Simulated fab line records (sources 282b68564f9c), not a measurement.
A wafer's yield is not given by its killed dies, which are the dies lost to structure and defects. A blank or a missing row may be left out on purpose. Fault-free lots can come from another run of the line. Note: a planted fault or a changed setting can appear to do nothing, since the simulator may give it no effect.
Which tool is to blame? ; flow ritCmos ; 14 lots, 42 wafers sampled, at 2 steps of a route of 202

WHAT THE GAUGES READ, wafer by wafer
RIT_M1_CD_MEAS_09: target cd 2600 nm.
lot;measured;on;cdNm (nm)
L338;day 4 02:55;cdSem-01;2601.8 2601.2 2600.7
L339;day 4 05:47;cdSem-02;2597.0 2598.9 2600.3
L340;day 4 09:46;cdSem-01;2599.4 2600.5 2598.4
L341;day 4 11:51;cdSem-02;2606.3 2606.6 2606.6
L342;day 4 14:39;cdSem-02;2597.0 2594.7 2596.9
L344;day 5 04:29;cdSem-02;2602.0 2602.7 2602.0
L345;day 5 08:44;cdSem-01;2600.0 2601.9 2599.0
L348;day 5 23:14;cdSem-02;2600.1 2599.4 2598.5
L351;day 6 11:31;cdSem-01;2602.9 2604.7 2601.3
L354;day 7 00:50;cdSem-01;- - -
L355;day 7 06:28;cdSem-01;- - -
L358;day 7 20:33;cdSem-01;2596.6 2597.2 2596.4
L359;day 8 01:34;cdSem-01;2599.4 2600.9 2598.9
L360;day 8 08:52;cdSem-01;2603.6 2603.1 2602.3

TOOL THAT RAN EACH LOT (tool first, then ch and the chambers of the sampled wafers, then the start)
lot;RIT_M1_COAT_04
L338;lithoTrack-03 ch 0, day 4 02:01
L339;lithoTrack-01 ch 0, day 4 05:03
L340;lithoTrack-03 ch 0, day 4 08:55
L341;lithoTrack-03 ch 0, day 4 11:01
L342;lithoTrack-04 ch 0, day 4 13:55
L344;lithoTrack-01 ch 0, day 5 03:46
L345;lithoTrack-01 ch 0, day 5 07:53
L348;lithoTrack-03 ch 0, day 5 22:28
L351;lithoTrack-03 ch 0, day 6 10:47
L354;lithoTrack-01, day 7 00:07
L355;lithoTrack-01, day 7 05:45
L358;lithoTrack-04 ch 0, day 7 19:50
L359;lithoTrack-03 ch 0, day 8 00:43
L360;lithoTrack-01 ch 0, day 8 08:08
- RIT_M1_COAT_04: resist thk 1300 nm.

WHAT THE TOOLS THEMSELVES READ (means of the sampled wafers that have a number; where no wafer has one, the mark that the record gives instead)
RIT_M1_COAT_04.
lot;tool;chillPlateTempC (C);dispensePressureKPa (kPa)
L338;lithoTrack-03;23.05;49
L339;lithoTrack-01;22.99;57
L340;lithoTrack-03;22.91;49
L341;lithoTrack-03;23.08;49
L342;lithoTrack-04;22.87;52
L344;lithoTrack-01;22.93;57
L345;lithoTrack-01;23.01;57
L348;lithoTrack-03;23.09;49
L351;lithoTrack-03;23.10;49
L354;lithoTrack-01;-;-
L355;lithoTrack-01;-;-
L358;lithoTrack-04;23.05;52
L359;lithoTrack-03;22.97;49
L360;lithoTrack-01;22.96;57

THE ANSWER, worked out from the rows above alone
Rule: the usual values come from the lots themselves. The widest of any qualifying gaps counts: lots, ordered by their means at a reading, are off when they make up no more than a third of the lots, leave a main group of 4 or more, and stand apart from it by 3 or more times the standard deviation of that group's means. A main group is skipped when, at the precision printed for the reading in the tables above, its means are all equal. Also off: a lot with no number at a reading for which 4 or more lots have one. Any other lot the step has rows for is counted as sound. First the gauges in route order, then the tools' own readings, where a lot's mean is used as printed above. The first step at which some lot is off is used, and at that step the reading that is off furthest; a lot without a number counts as furthest.
Off, at RIT_M1_CD_MEAS_09 on cdNm: L354, L355. Without a number there: L354, L355. Mean 2600.5 nm and standard deviation 2.8 in the main group.
A tool fits if, at a process step before that reading, it ran every lot that is off, and no sound lot after the first of them. Not tried: the gauges at RIT_M1_CD_MEAS_09; whatever is off there is also off at RIT_M1_COAT_04, on other tools, and gauge error can't account for it. No candidate that was tried fits.

WHAT THE SIMULATOR HAD INSERTED
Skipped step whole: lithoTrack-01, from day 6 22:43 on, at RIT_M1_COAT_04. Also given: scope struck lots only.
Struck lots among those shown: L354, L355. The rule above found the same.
